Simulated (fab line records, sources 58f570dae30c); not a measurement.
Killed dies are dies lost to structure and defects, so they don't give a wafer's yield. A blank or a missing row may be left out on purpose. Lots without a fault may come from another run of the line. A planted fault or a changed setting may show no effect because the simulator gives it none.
fab line records | flow berkeley_cmos170
record lots=5 wafers=15 last_day=12
route steps=331 shown PVT@116 GATE@125 FIELD@126 PLDD@145
lots that met no fault: from a run of the same line without faults
start_h: hours from the record's first day to the start of the lot's first wafer shown | wait_h: hours since the lot's step before | " the same as in the row above | L1.1+2: a row that stands for several wafers | - no value, or no start given | * or withheld: withheld | < > ~ a bound
route shown NAME@n: a module of which the file shows steps, and the number in the route of the first | usual: mean/standard deviation of fault-free wafers | same: alike in all rows | chamber/n: place in a boat | sites: the reading at each site | _std_site: their standard deviation | _edge_site: outer sites' mean less inner sites' | radius_mm: how far each site lies from the wafer's centre | mask NAME#n: copy n | behind: the tool/chamber that last shaped the wafer | hold: why the lot was held/for how many hours/how that ended | device: the transistor (n, p or np) that didn't switch | end of line: the same wafers' tests at the end of the route | a step without rows: its recipe alone | killed: dies lost to structure and defects at the first sort, not the wafer's yield | map: a wafer's dies, x killed, . not, _ none there
set.NAME: the setting as run; set.NAME@STEP: as run at that earlier step | model.NAME: the simulator's own value behind a step, which no gauge read
lots at some steps of the route; a table a step, a row a wafer
services: from which hour (start_h, from the record's first day; less than 0 if before it) a tool's chamber was out of use, for how many hours, and why
## steps
# step UCB170_PVT_COAT_01
# recipe resist=KrF spin_rpm=1500 resist_thk_nm=900
# usual chill_plate_temp_C=22.99/0.11
# columns lot.wafer tool chamber start_h wait_h chill_plate_temp_C
L079.1 litho_track-01 0 157.65 0.1 22.84
L079.2 " 0 " " 22.99
L079.5 " 0 " " 23.05
L081.1 litho_track-02 0 158.03 0.1 23.16
L081.3 " 0 " " 22.95
L081.6 " 0 " " 23.13
L084.1 litho_track-01 0 181.28 0.1 22.96
L084.4 " 0 " " 22.90
L084.5 " 0 " " 23.05
L089.1 litho_track-02 0 206.41 0.1 22.98
L089.4 " 0 " " 23.00
L089.5 " 0 " " 22.92
L094.2 litho_track-01 0 226.31 0.1 23.04
L094.3 " 0 " " 23.11
L094.5 " 0 " " 23.00
# step UCB170_PVT_SOFTBAKE_02
# recipe resist=KrF temp_c=130 time_s=60
# usual chill_plate_temp_C=23.00/0.092
# columns lot.wafer tool chamber start_h wait_h chill_plate_temp_C
L079.1 litho_track-01 0 157.80 0.1 22.97
L079.2 " 0 " " 22.90
L079.5 " 0 " " 23.02
L081.1 litho_track-02 0 158.18 0.1 22.86
L081.3 " 0 " " 23.01
L081.6 " 0 " " 23.00
L084.1 litho_track-01 0 181.43 0.1 23.16
L084.4 " 0 " " 23.08
L084.5 " 0 " " 23.10
L089.1 litho_track-02 0 206.56 0.1 22.93
L089.4 " 0 " " 22.88
L089.5 " 0 " " 22.70
L094.2 litho_track-01 0 226.46 0.1 23.00
L094.3 " 0 " " 23.05
L094.5 " 0 " " 23.12
# step UCB170_PVT_EXPOSE_03
# recipe mask_id=NWELL target_cd_nm=3000 na=0.5 sigma_outer=0.6 source_shape=conventional dose_mj=30
# same sigma_outer=0.6
# columns lot.wafer tool chamber start_h wait_h mask
L079.1+2+5 krf_scanner-01 0 158.35 0.5 NWELL#0
L081.1+3+6 krf_scanner-01 0 158.58 0.4 NWELL#0
L084.1+4+5 krf_scanner-02 0 181.58 0.1 NWELL#0
L089.1+4+5 krf_scanner-01 0 206.86 0.3 NWELL#0
L094.2+3+5 krf_scanner-01 0 226.60 0.1 NWELL#0
# step UCB170_PVT_PEB_04
# recipe peb_temp_c=130 peb_time_s=withheld resist=KrF
# usual chill_plate_temp_C=22.99/0.11
# columns lot.wafer tool chamber start_h wait_h chill_plate_temp_C
L079.1 litho_track-02 0 159.06 0.7 23.02
L079.2 " 0 " " 23.10
L079.5 " 0 " " 23.18
L081.1 litho_track-02 0 159.33 0.7 22.82
L081.3 " 0 " " 22.96
L081.6 " 0 " " 22.87
L084.1 litho_track-03 0 181.73 0.1 22.86
L084.4 " 0 " " 23.01
L084.5 " 0 " " 23.01
L089.1 litho_track-02 0 207.00 0.1 22.82
L089.4 " 0 " " 23.02
L089.5 " 0 " " 22.89
L094.2 litho_track-01 0 227.06 0.4 22.96
L094.3 " 0 " " 23.15
L094.5 " 0 " " 23.22
# step UCB170_PVT_DEVELOP_05
# recipe developer=TMAH develop_time_s=45 resist=KrF dev_temp_c=21
# usual chill_plate_temp_C=23.00/0.095
# columns lot.wafer tool chamber start_h wait_h chill_plate_temp_C
L079.1 litho_track-02 0 - - 23.20
L079.2 " 0 " " 23.03
L079.5 " 0 " " 23.12
L081.1 litho_track-02 0 - - 23.03
L081.3 " 0 " " 23.08
L081.6 " 0 " " 23.08
L084.1 litho_track-03 0 - - 23.18
L084.4 " 0 " " 22.99
L084.5 " 0 " " 22.90
L089.1 litho_track-02 0 - - 23.09
L089.4 " 0 " " 22.96
L089.5 " 0 " " 23.24
L094.2 litho_track-01 0 - - 22.96
L094.3 " 0 " " 23.07
L094.5 " 0 " " 23.00
# step UCB170_PVT_OVL_MEAS_06
# usual PVT_OVL=-1/6.2
# columns lot.wafer tool chamber start_h wait_h PVT_OVL[nm]
L079.1 overlay-02 - 159.33 - 0
L079.2 " - " " -1
L079.5 " - " " -5
L081.1 overlay-02 - 159.61 - 1
L081.3 " - " " 3
L081.6 " - " " -2
L084.1 overlay-02 - 182.00 - -7
L084.4 " - " " 2
L084.5 " - " " -9
L089.1 overlay-02 - 207.27 - -3
L089.4 " - " " 0
L089.5 " - " " -4
L094.2 overlay-02 - 227.32 - 2
L094.3 " - " " 3
L094.5 " - " " 4
# step UCB170_PVT_IMPLANT_07
# recipe species=P dose_cm2=1.951e+12 energy_kev=30 tilt_deg=7
# usual beam_energy_keV=30.002/0.0092 end_station_pressure_torr=4.98e-06/2.5e-07
# columns lot.wafer tool chamber start_h wait_h beam_energy_keV end_station_pressure_torr
L079.1 implanter-02 0 159.37 0.0 29.998 5.24e-06
L079.2 " 0 " " 29.991 4.69e-06
L079.5 " 0 " " 30.008 5.19e-06
L081.1 implanter-03 0 159.64 0.0 29.994 5.24e-06
L081.3 " 0 " " 30.020 4.97e-06
L081.6 " 0 " " 29.995 5.03e-06
L084.1 implanter-02 0 182.04 0.0 30.001 4.6e-06
L084.4 " 0 " " 29.999 4.64e-06
L084.5 " 0 " " 30.006 5.01e-06
L089.1 implanter-03 0 207.31 0.0 30.004 5.05e-06
L089.4 " 0 " " 30.011 4.96e-06
L089.5 " 0 " " 30.004 4.97e-06
L094.2 implanter-03 0 227.37 0.0 30.004 4.82e-06
L094.3 " 0 " " 29.998 5.04e-06
L094.5 " 0 " " 30.003 4.68e-06
# step UCB170_PVT_STRIP_08
# recipe chemistry=O2 power_w=400 pressure_mtorr=3500 platen_temp_c=withheld o2_flow_sccm=400 overash_fraction=0.5
# usual chamber_pressure_mTorr=3500/3 drypump_motor_current_A=5.41/0.28 oes_product_au=0.734/0.0053 strip_time_to_endpoint_s=21.64/0.058
# same overash_fraction=0.5
# columns lot.wafer tool chamber start_h wait_h chamber_pressure_mTorr drypump_motor_current_A oes_product_au rf_hours_counter_h strip_time_to_endpoint_s
L079.1 plasma_asher-01 0 159.52 0.1 3500 5.56 0.736 47 21.73
L079.2 " 1 " " 3499 5.04 0.740 47 21.71
L079.5 " 1 " " 3500 5.04 0.742 - 21.67
L081.1 plasma_asher-03 1 159.79 0.1 3498 5.87 0.732 37 21.63
L081.3 " 0 " " 3502 5.13 0.725 - 21.71
L081.6 " 0 " " 3500 5.07 0.741 - 21.69
L084.1 plasma_asher-03 0 182.19 0.1 3500 5.13 0.737 39 21.56
L084.4 " 1 " " 3503 5.82 0.736 - 21.57
L084.5 " 1 " " 3495 5.82 0.731 - 21.49
L089.1 plasma_asher-01 1 207.46 0.1 3499 5.01 0.732 52 21.73
L089.4 " 1 " " 3500 5.07 0.732 - 21.70
L089.5 " 1 " " 3501 5.05 0.736 - 21.71
L094.2 plasma_asher-03 0 227.50 0.1 3502 5.09 0.737 45 21.55
L094.3 " 1 " " 3501 5.82 0.727 - 21.57
L094.5 " 1 " " 3501 5.82 0.728 - 21.65
# step UCB170_PVT_TW_MEAS_09
# usual PVT_TW=502/3.8
# columns lot.wafer tool chamber start_h wait_h PVT_TW
L079.1 film_metro-03 - 159.62 0.1 502
L079.2 " - " " 503
L079.5 " - " " 502
L081.1 film_metro-03 - 159.89 0.1 499
L081.3 " - " " 502
L081.6 " - " " 501
L084.1 film_metro-03 - 182.29 0.1 499
L084.4 " - " " 497
L084.5 " - " " 499
L089.1 film_metro-03 - 207.56 0.1 501
L089.4 " - " " 497
L089.5 " - " " 498
L094.2 film_metro-04 - 227.61 0.1 508
L094.3 " - " " 505
L094.5 " - " " 504
# step UCB170_GATE_WET_ETCH_00
# recipe chemistry=dHF dilution=25:1 target=SiO2 temp_c=25 time_s=200
# columns lot.wafer tool chamber start_h wait_h
L079.1+2+5 wet_bench-04 2 159.68 0.1
L081.1+3+6 wet_bench-04 1 159.95 0.1
L084.1+4+5 wet_bench-02 3 182.35 0.1
L089.1+4+5 wet_bench-04 2 207.62 0.1
L094.2+3+5 wet_bench-04 2 227.66 0.0
# step UCB170_FIELD_THK_MEAS_91
# recipe reads=SiO2_of_FIELD_OXIDATION_01
# usual FIELD_OXIDE_LEFT_2_THK=358/9.3
# columns lot.wafer tool chamber start_h wait_h FIELD_OXIDE_LEFT_2_THK[nm]
L079.1 film_metro-03 - 159.74 0.0 355
L079.2 " - " " 355
L079.5 " - " " 349
L081.1 film_metro-03 - 160.02 0.0 362
L081.3 " - " " 363
L081.6 " - " " 367
L084.1 film_metro-03 - 182.47 0.1 367
L084.4 " - " " 377
L084.5 " - " " 368
L089.1 film_metro-02 - 207.68 0.0 354
L089.4 " - " " 352
L089.5 " - " " 353
L094.2 film_metro-03 - 227.73 0.0 351
L094.3 " - " " 353
L094.5 " - " " 348
# step UCB170_GATE_OXIDATION_01
# recipe temp_c=850 ambient=O2 target_thk_a=66 ox_time_s=1800
# columns lot.wafer tool chamber start_h wait_h
L079.1+2+5 furnace-04 0 164.51 4.8
L081.1+3+6 furnace-04 0 164.51 4.5
L084.1+4+5 furnace-02 0 189.51 7.0
L089.1+4+5 furnace-02 0 215.56 7.9
L094.2+3+5 furnace-01 0 233.70 6.0
# step UCB170_GATE_THK_MEAS_02
# recipe reads=SiO2_of_GATE_OXIDATION_01
# usual GATE_OXIDE_THK=6.56/0.12
# columns lot.wafer tool chamber start_h wait_h GATE_OXIDE_THK[nm]
L079.1 film_metro-03 - 166.07 0.1 6.49
L079.2 " - " " 6.45
L079.5 " - " " 6.51
L081.1 film_metro-04 - 166.07 0.1 6.69
L081.3 " - " " 6.64
L081.6 " - " " 6.64
L084.1 film_metro-04 - 191.01 0.0 6.68
L084.4 " - " " 6.71
L084.5 " - " " 6.74
L089.1 film_metro-01 - 217.06 0.0 6.55
L089.4 " - " " 6.46
L089.5 " - " " 6.46
L094.2 film_metro-01 - 235.21 0.0 6.23
L094.3 " - " " 6.44
L094.5 " - " " 6.38
# step UCB170_GATE_ANNEAL_03
# recipe temp_c=900 time_s=1800 ambient=N2
# columns lot.wafer tool chamber start_h wait_h
L079.1+2+5 furnace-04 0 171.01 4.9
L081.1+3+6 furnace-04 0 171.01 4.9
L084.1+4+5 furnace-02 0 197.17 6.2
L089.1+4+5 furnace-02 0 221.14 4.1
L094.2+3+5 furnace-04 0 238.17 3.0
# step UCB170_GATE_CVD_04
# recipe material=poly-Si temp_c=610 precursor=SiH4 time_s=1440 pressure_mtorr=375 target_thk_nm=214 sih4_flow_sccm=120
# columns lot.wafer tool chamber start_h wait_h
L079.1+2+5 lpcvd-02 1 172.51 0.0
L081.1+3+6 lpcvd-02 0 172.51 0.0
L084.1+4+5 lpcvd-01 1 198.67 0.0
L089.1+4+5 lpcvd-01 0 222.64 0.0
L094.2+3+5 lpcvd-01 1 239.67 0.0
# step UCB170_GATE_THK_MEAS_05
# recipe reads=poly-Si_of_GATE_CVD_04
# usual GATE_POLY_THK=214.7/2.3
# columns lot.wafer tool chamber start_h wait_h GATE_POLY_THK[nm]
L079.1 film_metro-01 - 173.97 0.1 214.9
L079.2 " - " " 215.9
L079.5 " - " " 214.5
L081.1 film_metro-04 - 173.97 0.1 210.9
L081.3 " - " " 212.4
L081.6 " - " " 213.4
L084.1 film_metro-03 - 200.07 0.0 214.4
L084.4 " - " " 215.6
L084.5 " - " " 214.4
L089.1 film_metro-01 - 224.04 0.0 216.7
L089.4 " - " " 215.2
L089.5 " - " " 218.0
L094.2 film_metro-01 - 241.09 0.0 217.1
L094.3 " - " " 217.1
L094.5 " - " " 218.9
# step UCB170_GATE_COAT_06
# recipe resist=BARC temp_c=withheld time_s=withheld spin_rpm=3000 resist_thk_nm=withheld
# usual chill_plate_temp_C=*
# columns lot.wafer tool chamber start_h wait_h chill_plate_temp_C
L079.1 litho_track-01 0 174.42 0.4 *
L079.2 " 0 " " *
L079.5 " 0 " " *
L081.1 litho_track-02 0 174.75 0.8 *
L081.3 " 0 " " *
L081.6 " 0 " " *
L084.1 litho_track-02 0 200.24 0.2 *
L084.4 " 0 " " *
L084.5 " 0 " " *
L089.1 litho_track-04 0 224.68 0.6 *
L089.4 " 0 " " *
L089.5 " 0 " " *
L094.2 litho_track-04 0 241.34 0.2 *
L094.3 " 0 " " *
L094.5 " 0 " " *
# step UCB170_GATE_COAT_07
# recipe resist=KrF spin_rpm=1500 resist_thk_nm=900
# usual chill_plate_temp_C=23.00/0.1
# columns lot.wafer tool chamber start_h wait_h chill_plate_temp_C
L079.1 litho_track-01 0 - - 22.71
L079.2 " 0 " " 23.04
L079.5 " 0 " " 22.92
L081.1 litho_track-02 0 - - 23.04
L081.3 " 0 " " 22.93
L081.6 " 0 " " 22.96
L084.1 litho_track-02 0 - - 23.02
L084.4 " 0 " " 22.89
L084.5 " 0 " " 22.96
L089.1 litho_track-04 0 - - 23.06
L089.4 " 0 " " 23.15
L089.5 " 0 " " 22.90
L094.2 litho_track-04 0 - - 23.00
L094.3 " 0 " " 22.98
L094.5 " 0 " " 23.11
# step UCB170_GATE_SOFTBAKE_08
# recipe resist=KrF temp_c=130 time_s=60
# usual chill_plate_temp_C=23.02/0.096
# columns lot.wafer tool chamber start_h wait_h chill_plate_temp_C
L079.1 litho_track-01 0 - - 23.06
L079.2 " 0 " " 22.93
L079.5 " 0 " " 23.11
L081.1 litho_track-02 0 - - 23.12
L081.3 " 0 " " 23.03
L081.6 " 0 " " 23.08
L084.1 litho_track-02 0 - - 23.05
L084.4 " 0 " " 22.90
L084.5 " 0 " " 23.00
L089.1 litho_track-04 0 - - 23.02
L089.4 " 0 " " 23.11
L089.5 " 0 " " 23.05
L094.2 litho_track-04 0 - - 22.93
L094.3 " 0 " " 23.01
L094.5 " 0 " " 22.97
# step UCB170_GATE_EXPOSE_09
# recipe mask_id=POLY target_cd_nm=350 na=0.5 sigma_outer=0.6 source_shape=conventional dose_mj=21
# same sigma_outer=0.6
# columns lot.wafer tool chamber start_h wait_h mask
L079.1+2+5 krf_scanner-02 0 175.23 - POLY#0
L081.1+3+6 krf_scanner-02 0 175.34 - POLY#0
L084.1+4+5 krf_scanner-02 0 201.05 - POLY#0
L089.1+4+5 krf_scanner-01 0 225.13 - POLY#0
L094.2+3+5 krf_scanner-01 0 - - POLY#0
# step UCB170_GATE_PEB_10
# recipe peb_temp_c=130 peb_time_s=withheld resist=KrF
# usual chill_plate_temp_C=23.00/0.11
# columns lot.wafer tool chamber start_h wait_h chill_plate_temp_C
L079.1 litho_track-02 0 175.34 0.1 23.01
L079.2 " 0 " " 22.97
L079.5 " 0 " " 23.07
L081.1 litho_track-01 0 175.46 0.1 23.09
L081.3 " 0 " " 23.02
L081.6 " 0 " " 23.01
L084.1 litho_track-01 0 201.23 0.2 23.12
L084.4 " 0 " " 23.12
L084.5 " 0 " " 23.21
L089.1 litho_track-01 0 225.58 0.4 23.01
L089.4 " 0 " " 23.07
L089.5 " 0 " " 23.01
L094.2 litho_track-02 0 - - 23.15
L094.3 " 0 " " 22.98
L094.5 " 0 " " 23.02
# step UCB170_GATE_DEVELOP_11
# recipe developer=TMAH develop_time_s=45 resist=KrF dev_temp_c=21
# usual chill_plate_temp_C=22.98/0.094
# columns lot.wafer tool chamber start_h wait_h chill_plate_temp_C
L079.1 litho_track-02 0 - - 23.11
L079.2 " 0 " " 22.93
L079.5 " 0 " " 23.04
L081.1 litho_track-01 0 - - 23.05
L081.3 " 0 " " 22.93
L081.6 " 0 " " 23.15
L084.1 litho_track-01 0 - - 22.96
L084.4 " 0 " " 23.01
L084.5 " 0 " " 22.89
L089.1 litho_track-01 0 - - 22.86
L089.4 " 0 " " 22.87
L089.5 " 0 " " 22.82
L094.2 litho_track-02 0 - - 22.92
L094.3 " 0 " " 22.93
L094.5 " 0 " " 23.10
# step UCB170_GATE_CD_MEAS_12
# recipe target_cd_nm=350
# usual cd_nm=349.8/1.6
# columns lot.wafer tool chamber start_h wait_h cd_nm
L079.1 cd_sem-01 - 175.78 - 350.7
L079.2 " - " " 351.0
L079.5 " - " " 351.0
L081.1 cd_sem-01 - 175.90 - 349.9
L081.3 " - " " 350.1
L081.6 " - " " 349.1
L084.1 cd_sem-01 - 201.76 - 349.1
L084.4 " - " " 349.7
L084.5 " - " " 348.6
L089.1 cd_sem-01 - 225.86 - 351.2
L089.4 " - " " 351.0
L089.5 " - " " 351.7
L094.2 cd_sem-01 - 243.86 - 349.1
L094.3 " - " " 351.0
L094.5 " - " " 350.8
# step UCB170_GATE_OVL_MEAS_13
# usual GATE_OVL=0/5.8
# columns lot.wafer tool chamber start_h wait_h GATE_OVL[nm]
L079.1 overlay-01 - 175.90 0.1 0
L079.2 " - " " -1
L079.5 " - " " 0
L081.1 overlay-02 - 176.02 0.1 4
L081.3 " - " " 14
L081.6 " - " " 6
L084.1 overlay-01 - 201.88 0.1 -6
L084.4 " - " " -2
L084.5 " - " " -5
L089.1 overlay-02 - 225.98 0.1 -4
L089.4 " - " " 9
L089.5 " - " " -7
L094.2 overlay-02 - 243.97 0.1 2
L094.3 " - " " -9
L094.5 " - " " -4
# step UCB170_GATE_ETCH_14
# recipe chemistry=N2/H2 target_depth_a=withheld overetch_a=withheld target=BARC time_s=withheld source_w=500 bias_w=100 pressure_mtorr=30 n2_flow_sccm=100 h2_flow_sccm=200
# usual chamber_pressure_mTorr=30.003/0.026 drypump_motor_current_A=5.8/0.5 n2_flow_sccm=100.0/0.32 oes_product_au=1.007/0.022 throttle_valve_pct=13.36/0.19
# columns lot.wafer tool chamber start_h wait_h chamber_pressure_mTorr drypump_motor_current_A n2_flow_sccm oes_product_au throttle_valve_pct
L079.1 rie_diel-04 0 175.94 0.0 30.003 5.8 100.1 1.007 13.47
L079.2 " 2 " " 30.044 6.1 99.4 1.036 13.21
L079.5 " 2 " " 30.007 6.1 99.8 1.041 13.21
L081.1 rie_diel-03 2 176.06 0.0 29.978 5.5 100.2 1.027 13.62
L081.3 " 0 " " 29.976 5.7 100.0 1.010 13.56
L081.6 " 2 " " 30.012 5.5 100.1 1.021 13.63
L084.1 rie_diel-03 2 201.92 0.0 30.025 5.6 100.3 1.003 13.62
L084.4 " 2 " " 30.021 5.5 100.4 1.010 13.63
L084.5 " 1 " " 29.957 5.8 100.0 1.014 13.52
L089.1 rie_diel-01 2 226.02 0.0 30.002 6.4 100.1 1.010 13.37
L089.4 " 1 " " 30.003 4.7 100.6 0.980 13.00
L089.5 " 3 " " 29.982 5.3 100.0 0.977 13.50
L094.2 rie_diel-03 2 244.00 0.0 30.032 5.5 100.3 1.010 13.63
L094.3 " 3 " " 29.985 6.5 99.9 1.038 13.40
L094.5 " 2 " " 30.012 5.5 99.9 1.004 13.62
# step UCB170_GATE_ETCH_15
# recipe chemistry=HBr/Cl2 target=poly-Si stop_on=SiO2 over_etch_frac=0.3 icp_w=300 bias_w=150 time_s=56.3 pressure_mtorr=15 HBr_flow_sccm=150 Cl2_flow_sccm=50 target_depth_a=2782
# usual chamber_pressure_mTorr=14.999/0.015 drypump_motor_current_A=5.5/0.31 he_backside_leak_sccm=2.8/0.31 mfc_cl2_sccm=49.98/0.15 oes_product_au=0.832/0.012 throttle_valve_pct=26.40/0.22
# columns lot.wafer tool chamber start_h wait_h chamber_pressure_mTorr drypump_motor_current_A he_backside_leak_sccm mfc_cl2_sccm oes_product_au rf_hours_counter_h throttle_valve_pct
L079.1 rie_si-01 0 175.98 - 14.995 4.9 2.7 50.14 0.826 0 26.69
L079.2 " 1 " " 14.997 5.5 2.8 49.81 0.834 40 26.04
L079.5 " 0 " " 14.989 4.9 2.6 50.08 0.828 - 26.71
L081.1 rie_si-02 2 176.10 - 14.992 5.5 2.9 49.77 0.834 47 26.71
L081.3 " 3 " " 15.003 6.0 3.1 50.03 0.820 115 26.38
L081.6 " 2 " " 15.009 5.5 2.9 49.73 0.833 - 26.70
L084.1 rie_si-01 0 201.96 - 14.998 4.9 2.6 49.90 0.821 0 26.70
L084.4 " 3 " " 15.020 5.5 3.2 49.73 0.823 51 26.37
L084.5 " 1 " " 14.990 5.5 2.8 49.80 0.826 - 26.04
L089.1 rie_si-02 2 226.06 - 15.018 5.5 3.0 50.04 0.845 48 26.69
L089.4 " 1 " " 15.007 5.0 2.8 49.98 0.821 1 26.20
L089.5 " 3 " " 14.967 6.0 2.4 50.19 0.828 - 26.20
L094.2 rie_si-02 1 244.04 - 15.004 5.0 3.1 50.11 0.834 1 26.20
L094.3 " 0 " " 14.981 5.5 2.3 49.90 0.853 19 26.43
L094.5 " 0 " " 14.991 5.5 2.3 49.79 0.856 - 26.43
# step UCB170_GATE_STRIP_16
# recipe chemistry=O2 power_w=400 pressure_mtorr=3500 platen_temp_c=withheld o2_flow_sccm=400 overash_fraction=0.5
# usual chamber_pressure_mTorr=3500/3.2 drypump_motor_current_A=5.5/0.53 oes_product_au=0.724/0.0049
# same overash_fraction=0.5
# columns lot.wafer tool chamber start_h wait_h chamber_pressure_mTorr drypump_motor_current_A oes_product_au rf_hours_counter_h
L079.1 plasma_asher-03 1 176.03 0.0 3506 5.8 0.728 39
L079.2 " 0 " " 3505 5.1 0.726 39
L079.5 " 0 " " 3501 5.1 0.726 -
L081.1 plasma_asher-02 0 176.15 0.0 3502 6.5 0.724 41
L081.3 " 1 " " 3501 4.9 0.729 -
L081.6 " 1 " " 3501 4.9 0.719 -
L084.1 plasma_asher-03 1 202.01 0.0 3502 5.8 0.720 42
L084.4 " 0 " " 3501 5.1 0.730 -
L084.5 " 1 " " 3505 5.8 0.728 -
L089.1 plasma_asher-02 1 226.11 0.0 3500 4.9 0.721 46
L089.4 " 1 " " 3499 4.9 0.719 -
L089.5 " 0 " " 3499 6.5 0.722 -
L094.2 plasma_asher-03 1 244.09 0.0 3496 5.9 0.731 46
L094.3 " 1 " " 3498 5.8 0.717 -
L094.5 " 0 " " 3498 5.1 0.723 -
# step UCB170_GATE_CD_MEAS_90
# recipe target_cd_nm=350
# usual cd_nm=349.8/1.7
# columns lot.wafer tool chamber start_h wait_h cd_nm
L079.1 cd_sem-01 - 176.38 0.3 351.4
L079.2 " - " " 350.8
L079.5 " - " " 350.4
L081.1 cd_sem-01 - 176.50 0.3 350.3
L081.3 " - " " 351.1
L081.6 " - " " 349.4
L084.1 cd_sem-01 - 202.24 0.2 349.7
L084.4 " - " " 350.5
L084.5 " - " " 348.6
L089.1 cd_sem-01 - 226.21 0.1 351.1
L089.4 " - " " 350.6
L089.5 " - " " 351.4
L094.2 cd_sem-02 - 244.21 0.1 348.4
L094.3 " - " " 349.6
L094.5 " - " " 350.5
# step UCB170_GATE_CLEAN_17
# recipe chemistry=SPM temp_c=120 time_s=600
# columns lot.wafer tool chamber start_h wait_h
L079.1+2+5 wet_bench-04 1 176.69 0.3
L081.1+3+6 wet_bench-04 2 176.90 0.4
L084.1+4+5 wet_bench-04 1 202.36 0.1
L089.1+4+5 wet_bench-04 3 226.42 0.2
L094.2+3+5 wet_bench-04 3 244.31 0.1
# step UCB170_PLDD_HMDS_00
# recipe prime_time_s=60 prime_temp_c=98.94
# usual chill_plate_temp_C=23.01/0.086
# columns lot.wafer tool chamber start_h wait_h chill_plate_temp_C
L079.1 litho_track-02 0 177.31 0.5 22.88
L079.2 " 0 " " 23.04
L079.5 " 0 " " 23.18
L081.1 litho_track-04 0 177.31 0.2 23.01
L081.3 " 0 " " 23.08
L081.6 " 0 " " 22.92
L084.1 litho_track-03 0 202.63 0.1 22.98
L084.4 " 0 " " 23.07
L084.5 " 0 " " 22.91
L089.1 litho_track-02 0 226.78 0.2 23.06
L089.4 " 0 " " 23.15
L089.5 " 0 " " 23.03
L094.2 litho_track-02 0 244.97 0.5 22.92
L094.3 " 0 " " 22.88
L094.5 " 0 " " 22.96
# step UCB170_PLDD_COAT_01
# recipe resist=KrF spin_rpm=1500 resist_thk_nm=900
# usual chill_plate_temp_C=22.98/0.12
# columns lot.wafer tool chamber start_h wait_h chill_plate_temp_C
L079.1 litho_track-02 0 177.46 0.1 23.07
L079.2 " 0 " " 22.87
L079.5 " 0 " " 22.90
L081.1 litho_track-04 0 177.46 0.1 22.70
L081.3 " 0 " " 22.73
L081.6 " 0 " " 22.87
L084.1 litho_track-03 0 202.78 0.1 22.92
L084.4 " 0 " " 23.08
L084.5 " 0 " " 22.86
L089.1 litho_track-02 0 226.93 0.1 22.81
L089.4 " 0 " " 22.96
L089.5 " 0 " " 22.95
L094.2 litho_track-02 0 245.12 0.1 23.07
L094.3 " 0 " " 22.97
L094.5 " 0 " " 22.95
# step UCB170_PLDD_SOFTBAKE_02
# recipe resist=KrF temp_c=130 time_s=60
# usual chill_plate_temp_C=22.99/0.094
# columns lot.wafer tool chamber start_h wait_h chill_plate_temp_C
L079.1 litho_track-02 0 177.61 0.1 22.89
L079.2 " 0 " " 22.92
L079.5 " 0 " " 22.96
L081.1 litho_track-04 0 177.61 0.1 22.75
L081.3 " 0 " " 22.99
L081.6 " 0 " " 22.81
L084.1 litho_track-03 0 202.93 0.1 23.04
L084.4 " 0 " " 23.07
L084.5 " 0 " " 22.99
L089.1 litho_track-02 0 227.08 0.1 23.07
L089.4 " 0 " " 23.17
L089.5 " 0 " " 23.11
L094.2 litho_track-02 0 245.27 0.1 23.02
L094.3 " 0 " " 22.96
L094.5 " 0 " " 22.99
# step UCB170_PLDD_EXPOSE_03
# recipe mask_id=PSELECT na=0.5 sigma_outer=0.6 source_shape=conventional target_cd_nm=1200 dose_mj=30
# same sigma_outer=0.6
# columns lot.wafer tool chamber start_h wait_h mask
L079.1+2+5 krf_scanner-02 0 177.91 0.3 PSELECT#0
L081.1+3+6 krf_scanner-02 0 178.03 0.4 PSELECT#0
L084.1+4+5 krf_scanner-01 0 203.20 0.2 PSELECT#0
L089.1+4+5 krf_scanner-01 0 227.23 0.1 PSELECT#0
L094.2+3+5 krf_scanner-02 0 245.60 0.3 PSELECT#0
# step UCB170_PLDD_PEB_04
# recipe peb_temp_c=130 peb_time_s=withheld resist=KrF
# usual chill_plate_temp_C=22.99/0.11
# columns lot.wafer tool chamber start_h wait_h chill_plate_temp_C
L079.1 litho_track-04 0 178.49 0.6 23.05
L079.2 " 0 " " 23.15
L079.5 " 0 " " 23.07
L081.1 litho_track-02 0 178.76 0.7 23.23
L081.3 " 0 " " 23.05
L081.6 " 0 " " 23.19
L084.1 litho_track-04 0 203.32 0.1 23.06
L084.4 " 0 " " 22.95
L084.5 " 0 " " 22.78
L089.1 litho_track-04 0 227.42 0.2 23.01
L089.4 " 0 " " 23.07
L089.5 " 0 " " 22.98
L094.2 litho_track-03 0 246.22 0.6 22.83
L094.3 " 0 " " 23.05
L094.5 " 0 " " 22.91
# step UCB170_PLDD_DEVELOP_05
# recipe developer=TMAH develop_time_s=45 resist=KrF dev_temp_c=21
# usual chill_plate_temp_C=23.00/0.1
# columns lot.wafer tool chamber start_h wait_h chill_plate_temp_C
L079.1 litho_track-04 0 - - 22.97
L079.2 " 0 " " 22.91
L079.5 " 0 " " 22.90
L081.1 litho_track-02 0 - - 23.01
L081.3 " 0 " " 23.03
L081.6 " 0 " " 22.98
L084.1 litho_track-04 0 - - 22.98
L084.4 " 0 " " 22.91
L084.5 " 0 " " 22.96
L089.1 litho_track-04 0 - - 22.90
L089.4 " 0 " " 22.96
L089.5 " 0 " " 22.84
L094.2 litho_track-03 0 - - 23.13
L094.3 " 0 " " 23.05
L094.5 " 0 " " 22.82
# step UCB170_PLDD_CD_MEAS_06
# recipe target_cd_nm=1200
# usual cd_nm=1200.0/1.3
# columns lot.wafer tool chamber start_h wait_h cd_nm
L079.1 cd_sem-01 - 178.97 - 1201.4
L079.2 " - " " 1200.4
L079.5 " - " " 1200.9
L081.1 cd_sem-01 - 179.21 - 1201.8
L081.3 " - " " 1201.6
L081.6 " - " " 1201.1
L084.1 cd_sem-01 - 203.70 - 1200.8
L084.4 " - " " 1199.3
L084.5 " - " " 1200.7
L089.1 cd_sem-02 - 227.70 - 1200.0
L089.4 " - " " 1199.8
L089.5 " - " " 1200.3
L094.2 cd_sem-02 - 246.49 - 1199.7
L094.3 " - " " 1199.7
L094.5 " - " " 1198.1
## services
# columns tool chamber start_h hours kind
implanter-02 - 146.78 1.9 repair
rie_diel-04 - 152.38 4.3 pm
krf_scanner-01 - 155.87 1.3 pm
krf_scanner-02 - 157.19 1.3 repair
rie_si-01 - 157.86 0.5 repair
implanter-03 - 162.49 3.1 pm
implanter-02 - 175.30 2.5 repair
rie_diel-03 0 180.05 4.7 repair
implanter-02 - 186.98 3.4 repair
krf_scanner-01 - 193.24 0.8 pm
plasma_asher-02 - 193.35 4.3 pm
krf_scanner-01 - 200.31 1.0 pm
krf_scanner-02 - 201.73 1.0 pm
furnace-01 - 207.46 3.1 pm
implanter-02 - 208.31 4.0 pm
krf_scanner-02 - 208.59 4.0 pm
furnace-04 - 211.25 3.1 pm
krf_scanner-02 0 220.15 - calibration
rie_diel-01 0 220.29 2.6 repair
rie_si-01 - 220.70 14.6 pm
rie_diel-04 2 229.45 6.9 repair
implanter-02 - 234.75 11.4 pm
krf_scanner-02 - 234.88 0.8 pm
furnace-01 - 240.78 12.7 pm
## key
fault none
